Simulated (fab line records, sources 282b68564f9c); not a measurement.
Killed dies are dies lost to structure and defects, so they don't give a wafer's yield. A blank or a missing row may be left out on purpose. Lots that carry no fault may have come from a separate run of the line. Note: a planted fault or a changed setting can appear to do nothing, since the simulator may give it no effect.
A struck lot beside a sound one + flow rit cmos + 34 out of 202 route steps
Sound: the wafers L300.3, L300.4, L300.6. Wafers struck: L307.2, L307.3, L307.6. At the end, the cause is stated.
Each step with rows lists, per side, the tool, then ch with its chambers, then its first start. Under that, the readings that differ: sound wafers + struck wafers + difference of the means + sigmas: that difference in standard deviations of wafers without a fault.
alike: readings whose means differ by less than 2 such deviations, and words and numbers that are the same on both sides. not compared: withheld readings, readings that some wafer has no value for, bounds like >300 that may hide the same value, and numbers for which the record gives no deviation and whose values overlap.
Wherever a step has rows on one side only, a row that says differs or no value, or a row with sigmas, the two part there. Numbers that don't overlap but have no deviation are shown without sigmas and don't part them. A reading that every wafer of one side lacks parts them only if that side has two wafers or more.

first, 2 steps without rows for these wafers: RIT_SPACER_CLEAN_02 (cleans in SC2, time 600 s); RIT_SPACER_CVD_03 (deposits Si3N4 from SiH2Cl2/NH3, target thk 250 nm, time 3300 s).
RIT_SPACER_THK_MEAS_04:
  sound on film metro-01, day 3 09:22; struck on film metro-02, day 4 19:39
  alike: SPACER_NITRIDE_THK
RIT_SPACER_ETCHBACK_05: etches Si3N4 in SF6/CHF3, stops on SiO2, target depth 250 nm, time 230.9 s.
  sound on rie diel-02 ch 1,3, day 3 09:24; struck on rie diel-01 ch 0,1,2, day 4 19:42
  alike: chamber pressure mTorr, drypump motor current A, oes product au, throttle valve pct
  not compared: rf hours counter h
then, 6 steps without rows for these wafers: RIT_NSD_HMDS_00 (prime time 60 s); RIT_NSD_COAT_01 (resist thk 1000 nm); RIT_NSD_SOFTBAKE_02 (time 60 s); RIT_NSD_EXPOSE_03 (exposes mask M9, target cd 40700 nm); RIT_NSD_PEB_04; RIT_NSD_DEVELOP_05 (develop time 50 s).
RIT_NSD_OVL_MEAS_06:
  sound on overlay-02, day 3 10:26; struck on overlay-02, day 4 20:42
  alike: NSD_OVL
then, 1 step without rows for these wafers: RIT_NSD_HARDBAKE_07 (time 60 s).
RIT_NSD_IMPLANT_08:
  sound on implanter-04 ch 0, day 3 10:40; struck on implanter-04 ch 0, day 4 20:55
| reading                   | sound                | struck               | difference | sigmas      |
|---------------------------|----------------------|----------------------|------------|-------------|
| beam energy keV           | 24.996 24.999 24.992 | 21.565 21.568 21.574 | -3.427     | -99 or more |
| model.implant.rp nm (nm)  | 32.75 32.75 32.75    | 28.18 28.18 28.18    | -4.57      |             |
| model.implant.drp nm (nm) | 14.84 14.84 14.84    | 13.57 13.57 13.57    | -1.27      |             |
  alike: beam on s
RIT_NSD_STRIP_09: strips in O2, time 180 s.
  sound on plasma asher-01 ch 0,1, day 3 10:49; struck on plasma asher-04 ch 0,1, day 4 21:02
  alike: chamber pressure mTorr, drypump motor current A
  not compared: rf hours counter h
RIT_NSD_TW_MEAS_10:
  sound on film metro-04, day 3 10:57; struck on film metro-03, day 4 21:13
| reading | sound          | struck         | difference | sigmas |
|---------|----------------|----------------|------------|--------|
| NSD_TW  | 3121 3107 3085 | 2995 2992 2993 | -111       | -7     |
then, 6 steps without rows for these wafers: RIT_PSD_HMDS_00 (prime time 60 s); RIT_PSD_COAT_01 (resist thk 1000 nm); RIT_PSD_SOFTBAKE_02 (time 60 s); RIT_PSD_EXPOSE_03 (exposes mask M10, target cd 40900 nm); RIT_PSD_PEB_04; RIT_PSD_DEVELOP_05 (develop time 50 s).
RIT_PSD_OVL_MEAS_06:
  sound on overlay-02, day 3 11:59; struck on overlay-01, day 4 22:15
  alike: PSD_OVL
then, 2 steps without rows for these wafers: RIT_PSD_HARDBAKE_07 (time 60 s); RIT_PSD_IMPLANT_08.
RIT_PSD_STRIP_09: strips in O2, time 180 s.
  sound on plasma asher-02 ch 0,1, day 3 12:22; struck on plasma asher-01 ch 1, day 4 22:35
  alike: chamber pressure mTorr, drypump motor current A
  not compared: rf hours counter h
RIT_PSD_TW_MEAS_10:
  sound on film metro-04, day 3 12:30; struck on film metro-02, day 4 22:46
  alike: PSD_TW
then, 3 steps without rows for these wafers: RIT_SDANNEAL_CLEAN_00 (cleans in SC1, time 600 s); RIT_SDANNEAL_CLEAN_01 (cleans in dHF, time 30 s); RIT_SDANNEAL_CLEAN_02 (cleans in SC2, time 600 s).
RIT_SDANNEAL_RTA_03: time 5 s.
  sound on rtp anneal-01 ch 0, day 3 12:56; struck on rtp anneal-02 ch 0, day 4 23:11
  alike: wafer_temp_C_max
RIT_SDANNEAL_RS_MEAS_04: measures by four-point-probe.
  sound on film metro-03, day 3 13:01; struck on film metro-04, day 4 23:16
  alike: PSD_RS
RIT_SDANNEAL_RS_MEAS_05: measures by four-point-probe.
  sound on film metro-03, day 3 13:08; struck on film metro-04, day 4 23:23
| reading         | sound          | struck         | difference | sigmas |
|-----------------|----------------|----------------|------------|--------|
| NSD_RS (ohm/sq) | 85.1 85.1 85.2 | 86.1 86.2 86.1 | +1.0       | +3     |
RIT_SDANNEAL_RS_MEAS_06: measures by four-point-probe.
  sound on film metro-03, day 3 13:16; struck on film metro-04, day 4 23:30
  alike: PLDD_RS
RIT_M1_PROBE_99:
  sound on prober-01, day 3 20:38; struck on prober-01, day 5 06:43
| reading                                   | sound                | struck              | difference | sigmas |
|-------------------------------------------|----------------------|---------------------|------------|--------|
| model.etest.contact nplus.end ohm um      | 40.8 39.8 39.58      | 45.62 45.26 44.03   | +4.91      |        |
| model.etest.nmos_0p15.junction log10 a um | -13.65 -13.72 -13.63 | -13.2 -13.33 -13.51 | +0.3       |        |
  alike: killed at front end, killed dies, killed open, killed short

## WHERE THEY PART
First at RIT_NSD_IMPLANT_08; last, within this record, at RIT_SDANNEAL_RS_MEAS_05. Later steps at which nothing parts them and some readings are alike: RIT_SDANNEAL_RS_MEAS_06, RIT_M1_PROBE_99.

WHY: whatever the simulator had introduced
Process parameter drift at RIT_NSD_IMPLANT_08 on implanter-04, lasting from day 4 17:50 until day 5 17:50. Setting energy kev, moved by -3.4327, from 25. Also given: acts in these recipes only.
